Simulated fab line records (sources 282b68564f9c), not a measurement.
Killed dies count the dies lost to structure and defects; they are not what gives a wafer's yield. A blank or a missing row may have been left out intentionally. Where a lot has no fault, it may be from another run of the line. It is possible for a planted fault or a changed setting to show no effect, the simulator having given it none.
Comparing a struck lot with a sound one + flow rit_cmos + 14 steps out of a route of 202
Sound: the wafers L434.2, L434.5, L434.6. Wafers struck: L444.2, L444.4, L444.5. Last of all comes the cause.
Per side, at each step with rows, come the tool, then ch with its chambers, and then its first start. Under that, the readings that differ: sound wafers + struck wafers + difference of the means + sigmas: that difference in standard deviations of wafers without a fault.
alike: words and numbers the same on both sides, and readings whose means are apart by under 2 such deviations; not compared: readings that were withheld, readings missing a value for some wafer, numbers with overlapping values and no deviation given by the record, and bounds like >300 which may hide the same value.
The two part at a step that has a row with sigmas, a row that says differs or no value, or rows on one side only. Numbers that don't overlap but have no deviation are shown without sigmas and don't part them. A reading missing from all wafers of one side parts the sides only when that side holds two or more wafers.

RIT_NLDD_SOFTBAKE_02: time 62.18 s.
  sound on litho_track-01 ch 0, day 3 12:50; struck on litho_track-01 ch 0, day 5 17:09
  alike: plate_sensor_t_centre_C, plate_sensor_t_edge_C
then, 3 steps without rows for these wafers: RIT_NLDD_EXPOSE_03 (exposes mask M7, target cd 40700 nm); RIT_NLDD_PEB_04; RIT_NLDD_DEVELOP_05 (develop time 50 s).
RIT_NLDD_OVL_MEAS_06:
  struck on overlay-02, day 5 17:48; sound on overlay-02, day 3 13:22
  alike: NLDD_OVL
then, 2 steps without rows for these wafers: RIT_NLDD_HARDBAKE_07 (time 60 s); RIT_NLDD_IMPLANT_08.
RIT_NLDD_STRIP_09: strips in O2, time 180 s.
  sound on plasma_asher-04 ch 0,1, day 3 13:42; struck on plasma_asher-04 ch 0,1, day 5 18:08
  alike: drypump_motor_current_A
  not compared: rf_hours_counter_h
RIT_NLDD_TW_MEAS_10:
  struck on film_metro-03, day 5 18:19; sound on film_metro-03, day 3 13:53
  alike: NLDD_TW
then, 3 steps without rows for these wafers: RIT_PLDD_HMDS_00 (prime time 60 s); RIT_PLDD_COAT_01 (resist thk 1000 nm); RIT_PLDD_SOFTBAKE_02 (time 60 s).
RIT_PLDD_EXPOSE_03: exposes mask M8, target cd 40900 nm.
  struck on iline_stepper-01, day 5 18:50; sound on iline_stepper-02 ch 0, day 3 14:25
  no value came back on the struck wafers for exposure_dose_mJ_cm2, focus_offset_nm (nm); on the sound wafers exposure_dose_mJ_cm2 reads 250.07 249.95 249.90
  alike: mask
after that, 1 step had no rows for these wafers: RIT_PLDD_PEB_04.

WHERE THEY PART
Within this record, at RIT_PLDD_EXPOSE_03 only.

WHY: what the simulator had put in
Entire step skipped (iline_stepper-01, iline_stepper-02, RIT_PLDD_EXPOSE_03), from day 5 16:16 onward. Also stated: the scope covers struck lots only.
